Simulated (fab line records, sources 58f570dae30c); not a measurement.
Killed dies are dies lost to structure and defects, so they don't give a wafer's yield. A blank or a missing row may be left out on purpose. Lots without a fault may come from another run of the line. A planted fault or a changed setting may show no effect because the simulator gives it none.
Problem report in the 8D (eight disciplines) form, filled by code | flow berkeley_cmos170 | the parts of the form that need people (team, actions taken, sign-off) are left out

1. THE PROBLEM
tilt_deg at UCB170_PLDD_IMPLANT_08 reads a mean of 7.445 degrees on 6 wafers of 2 lots; wafers without a fault read 7.001 degrees with a standard deviation of 0.021. That is +21 standard deviations from the usual mean.
First seen on wafer L969.2, day 10 01:52, on implanter-02. The record holds 42 wafers of 14 lots with a number at this step. Rule for "out", or "out of limits": more than 4 standard deviations from the usual mean. The other wafers with a number count as sound.

2. WHAT IT IS AND WHAT IT IS NOT
question                    | is                     | is not
which readings at this step | tilt_deg               | -
which lots                  | L967, L969             | L955, L956, L957, L958, L960, L961, L964, L966, L970, L973, L977, L978
which wafers of those lots  | all that have a number | -
read on which tools         | implanter-02           | implanter-03, implanter-04
when                        | from day 10 01:52      | up to then (21 sound wafers); but 15 sound wafers of L966, L970, L973, L977, L978 came after

3. SUSPECTS, AND WHAT RULES EACH OUT
Counting: a tool at a process step up to the reading stays a suspect if it ran every lot that is out and no sound lot after the first of them.
- implanter-02 at UCB170_PLDD_IMPLANT_08: kept. It ran every lot that is out, first L969 (day 10 01:52), and no sound lot after that; its last sound lot up to then is L961 (day 8 16:44). Its own readings are out on those wafers: tilt_deg.
Left after counting: implanter-02 at UCB170_PLDD_IMPLANT_08.

4. THE CAUSE (what the simulator had put in)
Process parameter drift: implanter-02, from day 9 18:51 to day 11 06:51, at UCB170_PLDD_IMPLANT_08. Setting tilt_deg, moved by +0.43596, from 7. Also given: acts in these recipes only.
Counting left only this tool.

5. THE CHAIN OF EFFECTS, in route order
Each row: a reading whose mean over the struck wafers that have a number lies more than 3 standard deviations from the usual. Only readings for which the record gives a usual standard deviation are gone through. hours: the time from each lot's start at the first step in this table that gives one to its start at this step, as a median over the lots. sigmas: the change in usual standard deviations.
hours | step                   | reading  | usual         | on struck wafers | change | sigmas
0     | UCB170_PLDD_IMPLANT_08 | tilt_deg | 7.001 degrees | 7.445            | +0.444 | +21
The process steps in it:
- UCB170_PLDD_IMPLANT_08

6. WHAT WOULD HAVE CAUGHT IT SOONER
In this record the first reading out of limits was taken at day 10 01:52, 7 hours after the fault began at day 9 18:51.
